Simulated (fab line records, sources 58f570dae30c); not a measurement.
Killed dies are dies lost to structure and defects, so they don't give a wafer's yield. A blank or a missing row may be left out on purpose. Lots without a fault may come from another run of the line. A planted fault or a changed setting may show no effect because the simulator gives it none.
One fault seen from 2 desks | flow berkeley_cmos170 | each desk has only its own numbers; what lay behind them comes last

THE TOOL OWNER'S DESK: implanter-02
The tool's own readings at UCB170_NWELL_IMPLANT_14: means of the sampled wafers that have a number, for each lot that ran on this tool. A lot is out of limits, marked OUT, if its mean lies more than 4 standard deviations from the usual mean; the brackets give that distance.
Columns: A = dose_ions_cm2 at UCB170_NWELL_IMPLANT_14, usual 9.998e+12; B = faraday_current_uA at UCB170_NWELL_IMPLANT_14, usual 31.8
lot  | first seen here | A                   | B
L788 | day 3 13:08     | 1.001e+13           | 31.6
L793 | day 4 08:04     | 1.000e+13           | 32.0
L795 | day 4 18:05     | 1.100e+13 (+91) OUT | 35.7 (+6.7) OUT
L796 | day 5 05:11     | 1.100e+13 (+91) OUT | 35.0 (+5.4) OUT
This desk's finding: out of limits on L795, L796; first on L795, day 4 18:05 (dose_ions_cm2 at UCB170_NWELL_IMPLANT_14). In limits: L788, L793.

THE METROLOGY DESK
What the gauges read, lot by lot, whatever tool the lot ran on: means of the sampled wafers that have a number. A lot is out of limits, marked OUT, if its mean lies more than 4 standard deviations from the usual mean; the brackets give that distance.
Columns: A = NWELL_OXIDE_THK at UCB170_NWELL_THK_MEAS_02, usual 26.6 nm; B = NWELL_NITRIDE_THK at UCB170_NWELL_THK_MEAS_05, usual 224.9 nm; C = NWELL_OVL at UCB170_NWELL_OVL_MEAS_12, usual -1 nm
lot  | first seen here | A    | B     | C
L788 | day 3 05:34     | 26.1 | 224.4 | -2
L793 | day 4 00:15     | 26.6 | 227.9 | 7
L795 | day 4 10:29     | 27.2 | 223.3 | -3
L796 | day 4 22:43     | 26.2 | 225.1 | 1
L798 | day 4 22:46     | 26.8 | 225.5 | -6
L804 | day 6 05:39     | 26.9 | 222.8 | -5
This desk's finding: nothing out of limits on any of the 6 lots.

PUT TOGETHER
The tool owner's desk could have raised an alarm at day 4 18:05, on L795, L796.
The metrology desk saw nothing out of limits.
The metrology desk has L795, L796 on record, within its limits.
Of the lots named, all ran UCB170_NWELL_IMPLANT_14 on implanter-02.

WHAT THE SIMULATOR HAD PUT IN
Process parameter drift: implanter-02, from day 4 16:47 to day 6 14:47, at UCB170_NWELL_IMPLANT_14. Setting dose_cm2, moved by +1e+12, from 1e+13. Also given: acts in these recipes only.
Lots struck among those shown: L795, L796.
Hours from the fault's start to each desk's first reading out of limits: the tool owner's desk, 1.
